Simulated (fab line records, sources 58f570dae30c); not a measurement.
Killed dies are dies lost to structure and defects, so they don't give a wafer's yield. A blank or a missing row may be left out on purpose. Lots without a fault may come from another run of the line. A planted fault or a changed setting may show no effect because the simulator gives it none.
fab line records | flow berkeley_cmos170 | part 2 of 2: steps 31 to 44 of 44
record lots=5 wafers=15 last_day=11
route steps=331 shown M2@280 V2@292 M3@309
lots that met no fault: from a run of the same line without faults
start_h: hours from the record's first day to the start of the lot's first wafer shown | wait_h: hours since the lot's step before | " the same as in the row above | L1.1+2: a row that stands for several wafers | - no value, or no start given | * or withheld: withheld | < > ~ a bound
route shown NAME@n: a module of which the file shows steps, and the number in the route of the first | usual: mean/standard deviation of fault-free wafers | same: alike in all rows | chamber/n: place in a boat | sites: the reading at each site | _std_site: their standard deviation | _edge_site: outer sites' mean less inner sites' | radius_mm: how far each site lies from the wafer's centre | mask NAME#n: copy n | behind: the tool/chamber that last shaped the wafer | hold: why the lot was held/for how many hours/how that ended | device: the transistor (n, p or np) that didn't switch | end of line: the same wafers' tests at the end of the route | a step without rows: its recipe alone | killed: dies lost to structure and defects at the first sort, not the wafer's yield | map: a wafer's dies, x killed, . not, _ none there
set.NAME: the setting as run; set.NAME@STEP: as run at that earlier step | model.NAME: the simulator's own value behind a step, which no gauge read
lots at some steps of the route; a table a step, a row a wafer
services: from which hour (start_h, from the record's first day; less than 0 if before it) a tool's chamber was out of use, for how many hours, and why
## steps
# step UCB170_M3_SPUTTER_01
# recipe material=Al target_thk_nm=900 time_s=120 power_w=6000 chamber_pressure_pa=0.5
# usual throttle_valve_pct=30.0/1
# columns lot.wafer tool chamber start_h wait_h throttle_valve_pct
L084.2 pvd_sputter-03 - 213.12 0.0 30.9
L084.4 " - " " 30.1
L084.5 " - " " 30.0
L088.2 pvd_sputter-02 - 231.17 0.0 31.7
L088.3 " - " " 29.9
L088.6 " - " " 30.0
L092.2 pvd_sputter-04 - 247.38 0.0 30.0
L092.3 " - " " 28.7
L092.6 " - " " 30.2
L097.1 pvd_sputter-02 - 266.20 0.0 30.1
L097.5 " - " " 30.3
L097.6 " - " " 31.9
L096.2 pvd_sputter-02 - 268.21 0.0 30.8
L096.3 " - " " 29.7
L096.5 " - " " 30.2
# step UCB170_M3_RS_MEAS_02
# recipe thk_meas_gauge=four-point-probe reads=Al_of_M3_SPUTTER_01
# usual M3_AL_RS=0.03227/0.0003
# columns lot.wafer tool chamber start_h wait_h M3_AL_RS[ohm/sq]
L084.2 film_metro-01 - 213.22 0.1 0.03254
L084.4 " - " " 0.03268
L084.5 " - " " 0.03228
L088.2 film_metro-01 - 231.28 0.1 0.03194
L088.3 " - " " 0.03253
L088.6 " - " " 0.03234
L092.2 film_metro-02 - 247.49 0.1 0.03182
L092.3 " - " " 0.03197
L092.6 " - " " 0.0322
L097.1 film_metro-04 - 266.29 0.0 0.03252
L097.5 " - " " 0.0324
L097.6 " - " " 0.03244
L096.2 film_metro-04 - 268.31 0.1 0.0319
L096.3 " - " " 0.03239
L096.5 " - " " 0.0319
# step UCB170_M3_THK_MEAS_03
# recipe thk_meas_gauge=xrf reads=Al_of_M3_SPUTTER_01
# usual M3_AL_THK=896/11
# columns lot.wafer tool chamber start_h wait_h M3_AL_THK[nm]
L084.2 film_metro-01 - 213.33 0.1 889
L084.4 " - " " 882
L084.5 " - " " 887
L088.2 film_metro-01 - 231.39 0.1 893
L088.3 " - " " 883
L088.6 " - " " 886
L092.2 film_metro-02 - 247.60 0.1 920
L092.3 " - " " 909
L092.6 " - " " 900
L097.1 film_metro-04 - 266.41 0.1 890
L097.5 " - " " 904
L097.6 " - " " 900
L096.2 film_metro-04 - 268.42 0.1 914
L096.3 " - " " 902
L096.5 " - " " 905
# step UCB170_M3_HMDS_04
# recipe prime_time_s=60 prime_temp_c=100
# columns lot.wafer tool chamber start_h wait_h
L084.2+4+5 litho_track-01 0 213.96 0.6
L088.2+3+6 litho_track-01 0 231.72 0.3
L092.2+3+6 litho_track-02 0 247.73 0.1
L097.1+5+6 litho_track-03 0 267.21 0.8
L096.2+3+5 litho_track-01 0 269.30 0.9
# step UCB170_M3_COAT_05
# recipe resist=KrF spin_rpm=1500 resist_thk_nm=900
# columns lot.wafer tool chamber start_h wait_h
L084.2+4+5 litho_track-01 0 214.11 0.1
L088.2+3+6 litho_track-01 0 231.87 0.1
L092.2+3+6 litho_track-02 0 247.88 0.1
L097.1+5+6 litho_track-03 0 267.36 0.1
L096.2+3+5 litho_track-01 0 269.45 0.1
# step UCB170_M3_SOFTBAKE_06
# recipe resist=KrF temp_c=130 time_s=57.98
# columns lot.wafer tool chamber start_h wait_h
L084.2+4+5 litho_track-01 0 214.26 0.1
L088.2+3+6 litho_track-01 0 232.02 0.1
L092.2+3+6 litho_track-02 0 248.03 0.1
L097.1+5+6 litho_track-03 0 267.51 0.1
L096.2+3+5 litho_track-01 0 269.60 0.1
# step UCB170_M3_STRIP_07
# recipe chemistry=O2 power_w=400 pressure_mtorr=3500 platen_temp_c=withheld o2_flow_sccm=400 overash_fraction=0.5
# usual drypump_motor_current_A=6.04/0.19 oes_product_au=0.735/0.0045 strip_time_to_endpoint_s=21.94/0.078
# columns lot.wafer tool chamber start_h wait_h drypump_motor_current_A oes_product_au rf_hours_counter_h strip_time_to_endpoint_s
L084.2 plasma_asher-02 0 214.39 0.1 6.14 0.735 50 21.85
L084.4 " 0 " " 6.12 0.735 - 21.79
L084.5 " 1 " " 5.78 0.735 - 21.82
L088.2 plasma_asher-02 1 232.14 0.1 5.77 0.730 52 21.97
L088.3 " 0 " " 6.13 0.723 - 21.91
L088.6 " 0 " " 6.15 0.729 - 21.89
L092.2 plasma_asher-03 1 248.15 0.1 6.06 0.734 15 21.92
L092.3 " 1 " " 6.05 0.741 - 21.99
L092.6 " 1 " " 6.06 0.737 - 21.91
L097.1 plasma_asher-02 0 267.66 0.1 6.12 0.734 57 21.83
L097.5 " 0 " " 6.12 0.736 - 21.88
L097.6 " 1 " " 5.78 0.741 - 21.81
L096.2 plasma_asher-02 1 269.73 0.1 5.78 0.737 58 22.05
L096.3 " 1 " " 5.79 0.740 - 21.99
L096.5 " 0 " " 6.13 0.739 - 21.96
# step UCB170_M3_STRIP_08
# recipe chemistry=DMSO temp_c=80 time_s=600 material=KrF
# columns lot.wafer tool chamber start_h wait_h
L084.2+4+5 wet_bench-01 3 214.54 0.1
L088.2+3+6 wet_bench-04 2 232.24 0.1
L092.2+3+6 wet_bench-04 2 248.99 0.8
L097.1+5+6 wet_bench-04 3 267.76 0.1
L096.2+3+5 wet_bench-01 1 269.83 0.1
# step UCB170_M3_COAT_09
# recipe resist=BARC temp_c=withheld time_s=withheld spin_rpm=3000 resist_thk_nm=withheld
# columns lot.wafer tool chamber start_h wait_h
L084.2+4+5 litho_track-03 0 216.01 1.3
L088.2+3+6 litho_track-01 0 232.95 0.5
L092.2+3+6 litho_track-02 0 249.19 0.0
L097.1+5+6 litho_track-03 0 268.66 0.7
L096.2+3+5 litho_track-02 0 270.80 0.8
# step UCB170_M3_COAT_10
# recipe resist=KrF spin_rpm=1500 resist_thk_nm=900
# columns lot.wafer tool chamber start_h wait_h
L084.2+4+5 litho_track-03 0 - -
L088.2+3+6 litho_track-01 0 - -
L092.2+3+6 litho_track-02 0 - -
L097.1+5+6 litho_track-03 0 - -
L096.2+3+5 litho_track-02 0 - -
# step UCB170_M3_SOFTBAKE_11
# recipe resist=KrF temp_c=130 time_s=60
# columns lot.wafer tool chamber start_h wait_h
L084.2+4+5 litho_track-03 0 - -
L088.2+3+6 litho_track-01 0 - -
L092.2+3+6 litho_track-02 0 - -
L097.1+5+6 litho_track-03 0 - -
L096.2+3+5 litho_track-02 0 - -
# step UCB170_M3_EXPOSE_12
# recipe mask_id=METAL3 target_cd_nm=700 na=0.5 sigma_outer=0.6 source_shape=conventional dose_mj=26
# same sigma_outer=0.6
# columns lot.wafer tool chamber start_h wait_h mask
L084.2+4+5 krf_scanner-02 0 - - METAL3#0
L088.2+3+6 krf_scanner-01 0 - - METAL3#0
L092.2+3+6 krf_scanner-02 0 249.75 - METAL3#0
L097.1+5+6 krf_scanner-02 0 - - METAL3#0
L096.2+3+5 krf_scanner-02 0 271.37 - METAL3#0
# step UCB170_M3_PEB_13
# recipe peb_temp_c=130 peb_time_s=withheld resist=KrF
# columns lot.wafer tool chamber start_h wait_h
L084.2+4+5 litho_track-02 0 - -
L088.2+3+6 litho_track-02 0 - -
L092.2+3+6 litho_track-03 0 249.88 0.1
L097.1+5+6 litho_track-02 0 - -
L096.2+3+5 litho_track-02 0 271.49 0.1
# step UCB170_M3_DEVELOP_14
# recipe developer=TMAH develop_time_s=45 resist=KrF dev_temp_c=21
# columns lot.wafer tool chamber start_h wait_h
L084.2+4+5 litho_track-02 0 - -
L088.2+3+6 litho_track-02 0 - -
L092.2+3+6 litho_track-03 0 - -
L097.1+5+6 litho_track-02 0 - -
L096.2+3+5 litho_track-02 0 - -
## services
# columns tool chamber start_h hours kind
krf_scanner-02 - 182.29 0.2 repair
krf_scanner-02 - 188.76 1.3 pm
krf_scanner-02 - 195.19 0.8 pm
rie_diel-02 0 202.64 1.3 repair
rie_metal-01 1 209.80 4.3 repair
pvd_sputter-02 - 215.22 1.0 repair
rie_diel-01 - 216.77 14.6 pm
krf_scanner-02 - 223.14 0.5 repair
pvd_sputter-04 - 224.76 0.6 repair
rie_metal-01 1 226.22 7.5 repair
rie_diel-01 2 232.90 12.3 repair
rie_diel-02 2 233.91 2.1 repair
rie_diel-02 1 235.18 3.6 repair
plasma_asher-01 - 235.89 4.4 repair
rie_diel-02 - 238.27 0.1 repair
pvd_sputter-02 - 245.74 7.2 repair
pecvd-03 - 247.40 0.6 repair
krf_scanner-02 - 254.84 1.0 pm
rie_diel-01 2 257.02 3.8 repair
plasma_asher-02 - 257.39 1.7 repair
pvd_sputter-04 - 261.10 8.2 repair
cmp-02 - 261.16 1.2 repair
plasma_asher-01 - 266.37 1.7 repair
krf_scanner-01 - 268.96 1.3 pm
